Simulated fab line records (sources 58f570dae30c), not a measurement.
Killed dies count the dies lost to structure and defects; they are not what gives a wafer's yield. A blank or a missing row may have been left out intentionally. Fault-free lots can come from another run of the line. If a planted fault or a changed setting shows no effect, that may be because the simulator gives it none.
The same fault as seen by 2 desks	flow berkeleyCmos170	each desk holds nothing but its own numbers, with what lay behind them at the end

## METROLOGY DESK
What the gauges read for every lot (on any tool): the sampled wafers with a number, averaged. A lot is out of limits, marked OUT, if its mean lies more than 4 standard deviations from the usual mean; the brackets give that distance.
Columns: A = cdNm at UCB170_PSD_CD_MEAS_06, usual 1199.3 nm
lot	first seen here	A
L810	day 6 17:30	1197.9
L811	day 6 17:37	1202.0
L809	day 6 17:44	1200.3
L812	day 7 01:09	1199.1
L813	day 7 01:18	1200.2
L816	day 8 04:44	1199.5
L815	day 8 05:26	1197.6
L818	day 8 07:46	1201.0
L824	day 9 16:32	979.9 (-99 or more) OUT
L822	day 9 16:51	979.8 (-99 or more) OUT
L825	day 10 00:40	1198.6
L827	day 10 15:35	1199.4
Finding of this desk: L822, L824 out of limits; the first was L824 at day 9 16:32, on cdNm at UCB170_PSD_CD_MEAS_06. L810, L811, L809, L812, L813, L816, L815, L818, L825, L827 stayed within limits.

## AT THE TOOL OWNER'S DESK: lithoTrack-04
For each lot that ran on this tool, the mean over its sampled wafers that have a number, from the tool's own readings at UCB170_PSD_PEB_04. A lot is out of limits, marked OUT, if its mean lies more than 4 standard deviations from the usual mean; the brackets give that distance.
Columns: A = heaterPowerTotalW at UCB170_PSD_PEB_04, usual 56.80 W; B = plateTempC at UCB170_PSD_PEB_04, usual 130.05 C
lot	first seen here	A	B
L811	day 6 17:21	56.77	129.89
L818	day 8 07:30	56.84	130.12
L824	day 9 16:16	47.40 (-99 or more) OUT	113.54 (-99 or more) OUT
L822	day 9 16:32	47.42 (-99 or more) OUT	113.23 (-99 or more) OUT
Finding of this desk: L822, L824 out of limits; the first was L824 at day 9 16:16, on heaterPowerTotalW at UCB170_PSD_PEB_04. L811, L818 stayed within limits.

## TAKEN TOGETHER
On L822, L824, at day 9 16:16, an alarm was possible from the tool owner's desk.
Metrology desk: alarm possible at day 9 16:32 on L822, L824.
The lots listed all ran UCB170_PSD_PEB_04 on lithoTrack-04.

## WHAT THE SIMULATOR HAD PUT IN
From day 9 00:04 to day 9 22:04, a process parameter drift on lithoTrack-04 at UCB170_PSD_PEB_04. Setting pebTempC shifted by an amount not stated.
Struck lots among those shown: L822, L824.
Fault start to first reading out of limits, in hours, per desk: tool owner, 16; metrology, 16.
